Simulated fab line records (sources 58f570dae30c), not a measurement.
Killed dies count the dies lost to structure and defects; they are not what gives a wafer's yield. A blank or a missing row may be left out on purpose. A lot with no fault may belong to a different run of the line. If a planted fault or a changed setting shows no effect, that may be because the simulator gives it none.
Code-filled problem report in 8D (eight disciplines) form + flow berkeley-cmos170 + the parts of the form that need people (team, actions taken, sign-off) are left out

1. THE ISSUE
At UCB170_WELLDRIVE_ANNEAL_03, tube-center-temp-C averages 1150 C over 9 wafers from 3 lots, while fault-free wafers read 1100 C, standard deviation 0.098. So: +99 or more standard deviations from the usual mean.
The step: time 900 s.
Seen first at day 7 15:54 on furnace-02, wafer L538.2. The record has a number at this step for 45 wafers belonging to 15 lots. Rule for "out", or "out of limits": more than 4 standard deviations from the usual mean. Any other wafer with a number is counted as sound.

2. WHAT IT IS, AND WHAT IT ISN'T
| question                    | is                                                                                                | is not                                                                          |
|-----------------------------|---------------------------------------------------------------------------------------------------|---------------------------------------------------------------------------------|
| which readings at this step | tube-center-temp-C, spike-tc-centre-C, spike-tc-load-C, spike-tc-source-C, tube_center_temp_C_max | -                                                                               |
| which lots                  | L538, L539, L540                                                                                  | L522, L523, L524, L525, L526, L528, L529, L530, L537, L543, L544, L545          |
| which wafers of those lots  | all that have a number                                                                            | -                                                                               |
| read on which tools         | furnace-02                                                                                        | furnace-01, furnace-04                                                          |
| when                        | from day 7 15:54                                                                                  | up to then (27 sound wafers); but 9 sound wafers of L543, L544, L545 came after |

3. THE SUSPECTS, EACH WITH WHAT RULES IT OUT
Counting: a tool stays on the suspect list if, at a process step up to the reading, it processed all lots that are out and no sound lot following the first of them.
- furnace-02 at UCB170_WELLDRIVE_ANNEAL_03 (time 900 s): kept. All lots that are out passed through it, beginning with L538 at day 7 15:54, and no sound lot followed; its final sound lot before that point was L537 at day 6 22:26. On those wafers its own readings are out: spike-tc-centre-C, spike-tc-load-C, spike-tc-source-C, tube-center-temp-C, tube_center_temp_C_max.
Left after counting: furnace-02 at UCB170_WELLDRIVE_ANNEAL_03.

4. THE CAUSE (what the simulator had put in)
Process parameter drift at UCB170_WELLDRIVE_ANNEAL_03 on furnace-02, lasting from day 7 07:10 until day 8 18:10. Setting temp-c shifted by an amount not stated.
Only this tool survived the counting.

5. SEQUENCE OF EFFECTS, ordered by route
One row per reading whose mean, taken over the struck wafers that have a number, lies over 3 standard deviations from the usual. Scope: only readings with a usual standard deviation given in the record; hours: median across lots of the time from each lot's start at the first step in this table that gives one to its start at this step; sigmas: change in usual standard deviations.
| hours | step                       | reading                | usual    | on struck wafers | change | sigmas      |
|-------|----------------------------|------------------------|----------|------------------|--------|-------------|
| 0     | UCB170_WELLDRIVE_ANNEAL_03 | spike-tc-centre-C      | 1102.1 C | 1152.4           | +50.3  | +50         |
| 0     | UCB170_WELLDRIVE_ANNEAL_03 | spike-tc-load-C        | 1128.2 C | 1178.6           | +50.4  | +46         |
| 0     | UCB170_WELLDRIVE_ANNEAL_03 | spike-tc-source-C      | 1125 C   | 1173             | +48    | +15         |
| 0     | UCB170_WELLDRIVE_ANNEAL_03 | tube-center-temp-C     | 1100 C   | 1150             | +50    | +99 or more |
| 0     | UCB170_WELLDRIVE_ANNEAL_03 | tube_center_temp_C_max | 1102.9   | 1152.7           | +49.8  | +99 or more |
Its process steps:
- UCB170_WELLDRIVE_ANNEAL_03: time 900 s.
Later measuring or inspecting steps at which every struck wafer that the step has a row for has a number for every such reading, and none has moved that far: UCB170_ACTIVE_CD_MEAS_90, UCB170_PSD_CD_MEAS_06.

6. HOW IT WOULD HAVE BEEN CAUGHT EARLIER
In this record the first reading out of limits was taken at day 7 15:54, 9 hours after the fault began at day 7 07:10.
